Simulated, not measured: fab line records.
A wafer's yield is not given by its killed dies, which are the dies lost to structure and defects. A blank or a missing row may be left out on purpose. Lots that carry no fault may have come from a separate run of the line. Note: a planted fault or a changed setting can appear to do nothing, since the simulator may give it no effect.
Split-lot experiment || flow berkeleyCmos170 || 23 wafers read across 5 lots, on a route 331 steps long

THE SPLIT
At UCB170_PWELL_OXIDATION_02 (target thk 26.4 nm, ox time 1260 s), the setting oxTimeS was moved away from the recipe's 1260 s on 5 of the 23 wafers read, by -14.4%. This setting was run at the recipe's value on the other wafers.

No step appears in the file between the split and the reading.

THE READING
PWELL_OXIDE_THK (nm), taken at UCB170_PWELL_THK_MEAS_03. Typical for fault-free wafers on this fab line: 26.5 nm, with standard deviation 0.54 nm.

{"wafer": "L074.1", "tool, chamber at the split": "-, -", "oxTimeS as run, s": 1079, "against the recipe": "-14.4%", "PWELL_OXIDE_THK, nm": 23.6, "against lot-mates on the recipe": "no lot-mate on the recipe"}
{"wafer": "L074.2", "tool, chamber at the split": "-, -", "oxTimeS as run, s": 1079, "against the recipe": "-14.4%", "PWELL_OXIDE_THK, nm": 23.8, "against lot-mates on the recipe": "no lot-mate on the recipe"}
{"wafer": "L074.4", "tool, chamber at the split": "-, -", "oxTimeS as run, s": 1079, "against the recipe": "-14.4%", "PWELL_OXIDE_THK, nm": 24.2, "against lot-mates on the recipe": "no lot-mate on the recipe"}
{"wafer": "L074.5", "tool, chamber at the split": "-, -", "oxTimeS as run, s": 1079, "against the recipe": "-14.4%", "PWELL_OXIDE_THK, nm": 24.1, "against lot-mates on the recipe": "no lot-mate on the recipe"}
{"wafer": "L074.6", "tool, chamber at the split": "-, -", "oxTimeS as run, s": 1079, "against the recipe": "-14.4%", "PWELL_OXIDE_THK, nm": 23.9, "against lot-mates on the recipe": "no lot-mate on the recipe"}
{"wafer": "L076.1", "tool, chamber at the split": "-, -", "oxTimeS as run, s": 1260, "against the recipe": "recipe", "PWELL_OXIDE_THK, nm": 26.2, "against lot-mates on the recipe": "-"}
{"wafer": "L076.2", "tool, chamber at the split": "-, -", "oxTimeS as run, s": 1260, "against the recipe": "recipe", "PWELL_OXIDE_THK, nm": 26.2, "against lot-mates on the recipe": "-"}
{"wafer": "L076.3", "tool, chamber at the split": "-, -", "oxTimeS as run, s": 1260, "against the recipe": "recipe", "PWELL_OXIDE_THK, nm": 26.6, "against lot-mates on the recipe": "-"}
{"wafer": "L076.5", "tool, chamber at the split": "-, -", "oxTimeS as run, s": 1260, "against the recipe": "recipe", "PWELL_OXIDE_THK, nm": 26.5, "against lot-mates on the recipe": "-"}
{"wafer": "L076.6", "tool, chamber at the split": "-, -", "oxTimeS as run, s": 1260, "against the recipe": "recipe", "PWELL_OXIDE_THK, nm": 26.2, "against lot-mates on the recipe": "-"}
{"wafer": "L083.1", "tool, chamber at the split": "-, -", "oxTimeS as run, s": 1260, "against the recipe": "recipe", "PWELL_OXIDE_THK, nm": 26.6, "against lot-mates on the recipe": "-"}
{"wafer": "L083.2", "tool, chamber at the split": "-, -", "oxTimeS as run, s": 1260, "against the recipe": "recipe", "PWELL_OXIDE_THK, nm": 26.1, "against lot-mates on the recipe": "-"}
{"wafer": "L083.3", "tool, chamber at the split": "-, -", "oxTimeS as run, s": 1260, "against the recipe": "recipe", "PWELL_OXIDE_THK, nm": 26.6, "against lot-mates on the recipe": "-"}
{"wafer": "L083.5", "tool, chamber at the split": "-, -", "oxTimeS as run, s": 1260, "against the recipe": "recipe", "PWELL_OXIDE_THK, nm": 26.2, "against lot-mates on the recipe": "-"}
{"wafer": "L083.6", "tool, chamber at the split": "-, -", "oxTimeS as run, s": 1260, "against the recipe": "recipe", "PWELL_OXIDE_THK, nm": 26.4, "against lot-mates on the recipe": "-"}
{"wafer": "L084.1", "tool, chamber at the split": "-, -", "oxTimeS as run, s": 1260, "against the recipe": "recipe", "PWELL_OXIDE_THK, nm": 26.6, "against lot-mates on the recipe": "-"}
{"wafer": "L084.2", "tool, chamber at the split": "-, -", "oxTimeS as run, s": 1260, "against the recipe": "recipe", "PWELL_OXIDE_THK, nm": 26.6, "against lot-mates on the recipe": "-"}
{"wafer": "L084.3", "tool, chamber at the split": "-, -", "oxTimeS as run, s": 1260, "against the recipe": "recipe", "PWELL_OXIDE_THK, nm": 26.3, "against lot-mates on the recipe": "-"}
{"wafer": "L084.4", "tool, chamber at the split": "-, -", "oxTimeS as run, s": 1260, "against the recipe": "recipe", "PWELL_OXIDE_THK, nm": 26.9, "against lot-mates on the recipe": "-"}
{"wafer": "L084.5", "tool, chamber at the split": "-, -", "oxTimeS as run, s": 1260, "against the recipe": "recipe", "PWELL_OXIDE_THK, nm": 26.8, "against lot-mates on the recipe": "-"}
{"wafer": "L085.1", "tool, chamber at the split": "furnace-02, 0", "oxTimeS as run, s": 1260, "against the recipe": "recipe", "PWELL_OXIDE_THK, nm": 27.3, "against lot-mates on the recipe": "-"}
{"wafer": "L085.2", "tool, chamber at the split": "furnace-02, 0", "oxTimeS as run, s": 1260, "against the recipe": "recipe", "PWELL_OXIDE_THK, nm": 27.0, "against lot-mates on the recipe": "-"}
{"wafer": "L085.4", "tool, chamber at the split": "furnace-02, 0", "oxTimeS as run, s": 1260, "against the recipe": "recipe", "PWELL_OXIDE_THK, nm": 27.0, "against lot-mates on the recipe": "-"}

THE FIT
A straight line over all 23 wafers: PWELL_OXIDE_THK changes by +0.184 nm for each +1% of oxTimeS; r = +0.96; the points scatter about the line by 0.32 nm.
Too few moved wafers with a lot-mate on the recipe to fit a line net of each lot's own level.

THE WHOLE CHAIN: every reading that the file lists as answering this split, in the file's order
{"step": "UCB170_PWELL_OXIDATION_02", "what it does": "target thk 26.4 nm, ox time 1260 s", "reading": "SiO2_of_PWELL_OXIDATION_02.thkNm (the simulator's own value, which no gauge read)", "change (the file's fit)": "+0.183 nm for each +1% of the setting", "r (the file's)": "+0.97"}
{"step": "UCB170_PWELL_THK_MEAS_03", "what it does": "", "reading": "PWELL_OXIDE_THK", "change (the file's fit)": "+0.183 for each +1% of the setting", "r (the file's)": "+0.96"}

THE FILE'S OWN FIT
PWELL_OXIDE_THK changes by +0.183 nm for each +1% of oxTimeS, r = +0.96.
